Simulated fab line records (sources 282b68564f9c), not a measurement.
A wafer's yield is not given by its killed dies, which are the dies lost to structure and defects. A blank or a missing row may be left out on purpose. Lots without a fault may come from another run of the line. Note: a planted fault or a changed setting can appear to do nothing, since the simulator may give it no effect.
Which of the tools did it? + flow rit cmos + 42 wafers from 14 lots sampled at 3 of the route's 202 steps

## WHAT EACH GAUGE READ, for each wafer
RIT_NLDD_TW_MEAS_10. Usual: NLDD_TW gives 2461 (standard deviation 14).
| lot  | measured    | on            | NLDD_TW        | flag |
|------|-------------|---------------|----------------|------|
| L224 | day 2 17:25 | film metro-02 | 2467 2479 2468 |      |
| L226 | day 3 04:46 | film metro-01 | 2463 2446 2454 |      |
| L227 | day 3 09:30 | film metro-01 | 2437 2453 2463 |      |
| L228 | day 3 15:28 | film metro-01 | 2441 2450 2439 |      |
| L229 | day 3 19:17 | film metro-01 | 2456 2448 2437 |      |
| L230 | day 3 23:09 | film metro-03 | 2475 2454 2466 |      |
| L231 | day 4 05:40 | film metro-03 | 2468 2472 2474 |      |
| L232 | day 4 10:41 | film metro-01 | 2466 2449 2450 |      |
| L234 | day 4 20:01 | film metro-03 | 2491 2495 2492 |      |
| L238 | day 5 17:02 | film metro-02 | 1942 1940 1943 | OFF  |
| L240 | day 6 02:10 | film metro-02 | 1962 1961 1945 | OFF  |
| L245 | day 7 06:37 | film metro-02 | 2464 2436 2454 |      |
| L246 | day 7 09:13 | film metro-02 | 2459 2459 2453 |      |
| L247 | day 7 15:42 | film metro-01 | 2457 2460 2457 |      |

RIT_SDANNEAL_RS_MEAS_07: the measuring method here is four-point-probe. Usual: NLDD_RS gives 151.7 ohm/sq (standard deviation 0.57).
| lot  | measured    | on            | NLDD_RS (ohm/sq)  | flag |
|------|-------------|---------------|-------------------|------|
| L224 | day 3 01:10 | film metro-01 | 152.2 151.7 151.9 |      |
| L226 | day 3 12:40 | film metro-02 | 151.1 151.2 151.9 |      |
| L227 | day 3 17:34 | film metro-02 | 152.5 152.2 152.3 |      |
| L228 | day 3 23:21 | film metro-01 | 151.6 151.9 151.6 |      |
| L229 | day 4 04:01 | film metro-03 | 151.3 151.6 151.4 |      |
| L230 | day 4 07:06 | film metro-02 | 151.9 152.0 152.0 |      |
| L231 | day 4 13:35 | film metro-03 | 152.0 152.0 152.3 |      |
| L232 | day 4 18:42 | film metro-01 | 151.2 152.1 152.0 |      |
| L234 | day 5 03:52 | film metro-03 | 150.8 151.1 151.2 |      |
| L238 | day 6 01:05 | film metro-02 | 294.6 295.3 287.3 | OFF  |
| L240 | day 6 10:02 | film metro-03 | 288.2 288.1 289.7 | OFF  |
| L245 | day 7 14:22 | film metro-03 | 151.3 151.1 150.7 |      |
| L246 | day 7 17:06 | film metro-02 | 151.6 151.4 151.1 |      |
| L247 | day 7 23:28 | film metro-03 | 152.1 151.8 151.6 |      |

## WHICH TOOL RAN EACH LOT (tool, then ch and the chambers of the sampled wafers, then the start)
| lot  | RIT_NLDD_IMPLANT_08            |
|------|--------------------------------|
| L224 | implanter-03 ch 0, day 2 17:07 |
| L226 | implanter-03 ch 0, day 3 04:26 |
| L227 | implanter-04 ch 0, day 3 09:11 |
| L228 | implanter-03 ch 0, day 3 15:09 |
| L229 | implanter-04 ch 0, day 3 18:59 |
| L230 | implanter-02 ch 0, day 3 22:49 |
| L231 | implanter-04 ch 0, day 4 05:22 |
| L232 | implanter-03 ch 0, day 4 10:23 |
| L234 | implanter-04 ch 0, day 4 19:43 |
| L238 | implanter-04 ch 0, day 5 16:43 |
| L240 | implanter-04 ch 0, day 6 01:52 |
| L245 | implanter-03 ch 0, day 7 06:19 |
| L246 | implanter-02 ch 0, day 7 08:53 |
| L247 | implanter-03 ch 0, day 7 15:23 |
- RIT_NLDD_IMPLANT_08

## AS READ BY THE TOOLS THEMSELVES (means over the sampled wafers that have a number; for cases with no such wafer, the mark the record gives instead)
RIT_NLDD_IMPLANT_08. Usual: dose ions cm2 5e+14, standard deviation 5.4e+11; faraday current uA 1572, standard deviation 33; tilt deg 6.998 degrees, standard deviation 0.019.
| lot  | tool         | dose ions cm2 | faraday current uA | tilt deg (degrees) | flag |
|------|--------------|---------------|--------------------|--------------------|------|
| L224 | implanter-03 | 5e+14         | 1596               | 7.016              |      |
| L226 | implanter-03 | 5e+14         | 1563               | 6.993              |      |
| L227 | implanter-04 | 5e+14         | 1523               | 6.985              |      |
| L228 | implanter-03 | 5e+14         | 1552               | 6.990              |      |
| L229 | implanter-04 | 5e+14         | 1576               | 7.012              |      |
| L230 | implanter-02 | 5e+14         | 1574               | 7.008              |      |
| L231 | implanter-04 | 5e+14         | 1556               | 6.994              |      |
| L232 | implanter-03 | 5e+14         | 1532               | 7.015              |      |
| L234 | implanter-04 | 5e+14         | 1559               | 6.978              |      |
| L238 | implanter-04 | 2e+14         | 698                | 6.996              | OFF  |
| L240 | implanter-04 | 2e+14         | 681                | 7.008              | OFF  |
| L245 | implanter-03 | 5e+14         | 1540               | 7.008              |      |
| L246 | implanter-02 | 5e+14         | 1567               | 6.971              |      |
| L247 | implanter-03 | 5e+14         | 1566               | 6.976              |      |

## THE ANSWER, worked out from the rows above alone
Rule: a lot counts as off when the mean over its wafers that have a number is more than 3 standard deviations away from the usual mean. Also off: a lot with no number at a reading for which 4 or more lots have one. Any other lot the step has rows for is counted as sound. Order of review: gauges by route order, followed by the tools' own readings, for which a lot's mean as printed above is used. At the first step where some lot is off, the reading lying furthest off is the one used; lots without a number count as furthest.
Off: L238, L240, at RIT_NLDD_TW_MEAS_10 (NLDD_TW).
A tool fits if, at a process step before that reading, it ran every lot that is off, and no sound lot after the first of them. The gauges at RIT_NLDD_TW_MEAS_10 aren't tried: what is off there is off at RIT_NLDD_IMPLANT_08 too, on other tools, and a gauge's error can't cause that. One candidate fits, namely implanter-04 at RIT_NLDD_IMPLANT_08. Its last sound lot is L234 (day 4 19:43), its first lot that is off L238 (day 5 16:43): a fault that began between those two fits.
The tool's own readings at RIT_NLDD_IMPLANT_08 bear it out: on the lots that are off they differ by more than 5 times the standard deviation of the sound lots' means. dose ions cm2 reads 2e+14 there against 5e+14 on the sound lots; faraday current uA reads 690 there against 1559 on the sound lots.

## WHAT HAD BEEN PUT IN BY THE SIMULATOR
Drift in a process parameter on implanter-04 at RIT_NLDD_IMPLANT_08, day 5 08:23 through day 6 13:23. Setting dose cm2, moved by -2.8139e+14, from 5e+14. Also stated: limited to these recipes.
Lots struck among those shown: L238, L240. The same result came from the rule above.
